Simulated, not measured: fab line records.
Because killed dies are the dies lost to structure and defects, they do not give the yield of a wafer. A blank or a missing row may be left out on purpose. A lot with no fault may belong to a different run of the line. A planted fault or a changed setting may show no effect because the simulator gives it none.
8D (eight disciplines) problem report, filled in by code    flow berkeley-cmos170    the parts of the form that need people (team, actions taken, sign-off) are left out

1. THE PROBLEM
Wafers free of any fault read 2211 (standard deviation 20) for NLDD_TW at UCB170_NLDD_TW_MEAS_11, against a mean of 30 on 6 wafers of 2 lots. So: -99 or more standard deviations from the usual mean.
Earliest sighting: wafer L541.3 on film-metro-02 at day 8 01:29. The record has a number at this step for 42 wafers belonging to 14 lots. By rule, "out" or "out of limits" means more than 4 standard deviations away from the usual mean. Any other wafer with a number is counted as sound.

2. WHAT IT IS, AND WHAT IT ISN'T
question                     is                      is not
which readings at this step  NLDD_TW                 -
which lots                   L541, L542              L537, L539, L540, L551, L553, L554, L555, L556, L557, L558, L559, L560
which wafers of those lots   all that have a number  -
read on which gauges         film-metro-02           film-metro-03, film-metro-04
when                         from day 8 01:29        up to then (9 sound wafers); but 27 sound wafers of L551, L553, L554, L555, L556, L557, L558, L559, L560 came after

3. WHAT RULES OUT EACH SUSPECT
Counting: a tool at any process step up to the reading remains a suspect when it ran all the lots that are out and ran no sound lot after the first of those.
- the gauge at UCB170_NLDD_TW_MEAS_11: ruled out. All the wafers that are out were read on film-metro-02, but those of them that UCB170_NLDD_STRIP_10 has rows for are out there too, on other tools.
- plasma-asher-03 at UCB170_PLDD_STRIP_10 (strips in O2): ruled out as a lasting fault. After its first lot that is out, L541 (day 7 22:14), sound lots L555, L553, L554, L556 ran on it.
Left after counting: nothing in the record.

4. THE CAUSE (what the simulator had put in)
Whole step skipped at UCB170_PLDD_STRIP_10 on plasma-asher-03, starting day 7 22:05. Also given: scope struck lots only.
Counting ruled it out, wrongly: the rule takes a fault to strike every lot that its tool runs from its start on, and this one did not.

5. THE EFFECT CHAIN, in route order
Each row: a reading whose mean over the struck wafers that have a number lies more than 3 standard deviations from the usual. Readings are gone through only where the record gives a usual standard deviation; hours: the median, over the lots, of the time from a lot's start at the first step in this table giving one to that lot's start at this step; sigmas: the change measured in usual standard deviations.
hours  step                    reading                   usual    on struck wafers  change  sigmas
0      UCB170_NLDD_STRIP_10    strip-time-to-endpoint-s  21.64 s  47.80             +26.16  +99 or more
0      UCB170_NLDD_TW_MEAS_11  NLDD_TW                   2211     30                -2181   -99 or more
Process steps it contains:
- UCB170_NLDD_STRIP_10: strips in O2.
Readings that are blank on the struck wafers while sound wafers have them: chamber-pressure-mTorr at UCB170_PLDD_STRIP_10; drypump-motor-current-A at UCB170_PLDD_STRIP_10; oes-product-au at UCB170_PLDD_STRIP_10; strip-time-to-endpoint-s at UCB170_PLDD_STRIP_10.

6. HOW IT WOULD HAVE BEEN CAUGHT EARLIER
The first out-of-limits reading at a measuring or inspecting step in this record came at day 8 01:29, 3 hours after the fault's start at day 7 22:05.
At UCB170_PLDD_STRIP_10 the tool's readings are blank on the struck wafers, where sound wafers have them: an empty tool record is the first sign, and it was there at once.
